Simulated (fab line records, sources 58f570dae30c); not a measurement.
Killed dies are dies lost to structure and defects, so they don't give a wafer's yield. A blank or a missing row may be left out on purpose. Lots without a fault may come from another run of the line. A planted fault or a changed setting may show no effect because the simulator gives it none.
A struck lot beside a sound one | flow berkeley_cmos170 | 17 steps out of a route of 331
Sound: wafers L676.2, L676.4, L676.6. Struck: wafers L684.1, L684.3, L684.4. The cause comes at the end.
At each step with rows: each side's tool, then ch and its chambers, then its first start. Under that, the readings that differ: sound wafers | struck wafers | difference of the means | sigmas: that difference in standard deviations of wafers without a fault.
alike: readings whose means differ by less than 2 such deviations, and words and numbers that are the same on both sides. not compared: withheld readings, readings that some wafer has no value for, bounds like >300 that may hide the same value, and numbers for which the record gives no deviation and whose values overlap.
The two part at a step that has a row with sigmas, a row that says differs or no value, or rows on one side only. Numbers that don't overlap but have no deviation are shown without sigmas and don't part them. A reading that every wafer of one side lacks parts them only if that side has two wafers or more.

UCB170_NWELL_THK_MEAS_02:
  sound on film_metro-04, day 3 09:17; struck on film_metro-03, day 5 08:00
  alike: NWELL_OXIDE_THK
then, 2 steps without rows for these wafers: UCB170_NWELL_ANNEAL_03 (time 900 s); UCB170_NWELL_CVD_04 (deposits Si3N4 from SiH2Cl2/NH3, target thk 224 nm, time 3360 s).
UCB170_NWELL_THK_MEAS_05:
  sound on film_metro-04, day 3 17:59; struck on film_metro-02, day 5 15:40
  reading                | sound             | struck            | difference | sigmas
  NWELL_NITRIDE_THK (nm) | 220.6 223.0 220.6 | 225.2 226.4 226.3 | +4.6       | +2
then, 6 steps without rows for these wafers: UCB170_NWELL_HMDS_06 (prime time 60 s); UCB170_NWELL_COAT_07 (resist thk 900 nm); UCB170_NWELL_SOFTBAKE_08 (time 60 s); UCB170_NWELL_EXPOSE_09 (exposes mask NWELL, target cd 3000 nm); UCB170_NWELL_PEB_10; UCB170_NWELL_DEVELOP_11 (develop time 45 s).
UCB170_NWELL_OVL_MEAS_12:
  sound on overlay-01, day 3 19:54; struck on overlay-01, day 5 17:13
  alike: NWELL_OVL
UCB170_NWELL_ETCH_13: etches Si3N4 in CH3F/Ar/O2, stops on SiO2, target depth 246.4 nm, time 154 s.
  sound on rie_diel-04 ch 0,2,3, day 3 19:56; struck on rie_diel-04 ch 0,2,3, day 5 17:16
  alike: drypump_motor_current_A, mfc_ar_sccm, oes_product_au, throttle_valve_pct
  not compared: rf_hours_counter_h
UCB170_NWELL_IMPLANT_14:
  sound on implanter-03 ch 0, day 3 20:04; struck on implanter-02 ch 0, day 5 17:22
  reading                   | sound             | struck            | difference | sigmas
  implant_ion_amu           | 31 31 31          | 75 75 75          | +44        |
  model.implant.rp_nm (nm)  | 187.5 187.5 187.5 | 83.99 83.99 83.99 | -103.51    |
  model.implant.drp_nm (nm) | 62.72 62.72 62.72 | 33.4 33.4 33.4    | -29.3      |
  alike: beam_energy_keV, beam_on_s
UCB170_NWELL_STRIP_15: strips in O2.
  sound on plasma_asher-01 ch 0,1, day 3 20:11; struck on plasma_asher-02 ch 0,1, day 5 17:31
  alike: drypump_motor_current_A, oes_product_au, strip_time_to_endpoint_s
  not compared: rf_hours_counter_h
UCB170_NWELL_TW_MEAS_16:
  sound on film_metro-04, day 3 20:17; struck on film_metro-04, day 5 17:37
  reading  | sound          | struck         | difference | sigmas
  NWELL_TW | 1248 1250 1243 | 1785 1786 1780 | +537       | +87
then, 1 step without rows for these wafers: UCB170_NWELL_CLEAN_17 (cleans in SPM, time 600 s).
UCB170_M3_PROBE_99:
  the record has rows for the sound wafers here (prober-01, day 9 20:48) and none for the struck ones

WHERE THEY PART
First at UCB170_NWELL_THK_MEAS_05; last, within this record, at UCB170_M3_PROBE_99.

WHY: what the simulator had put in
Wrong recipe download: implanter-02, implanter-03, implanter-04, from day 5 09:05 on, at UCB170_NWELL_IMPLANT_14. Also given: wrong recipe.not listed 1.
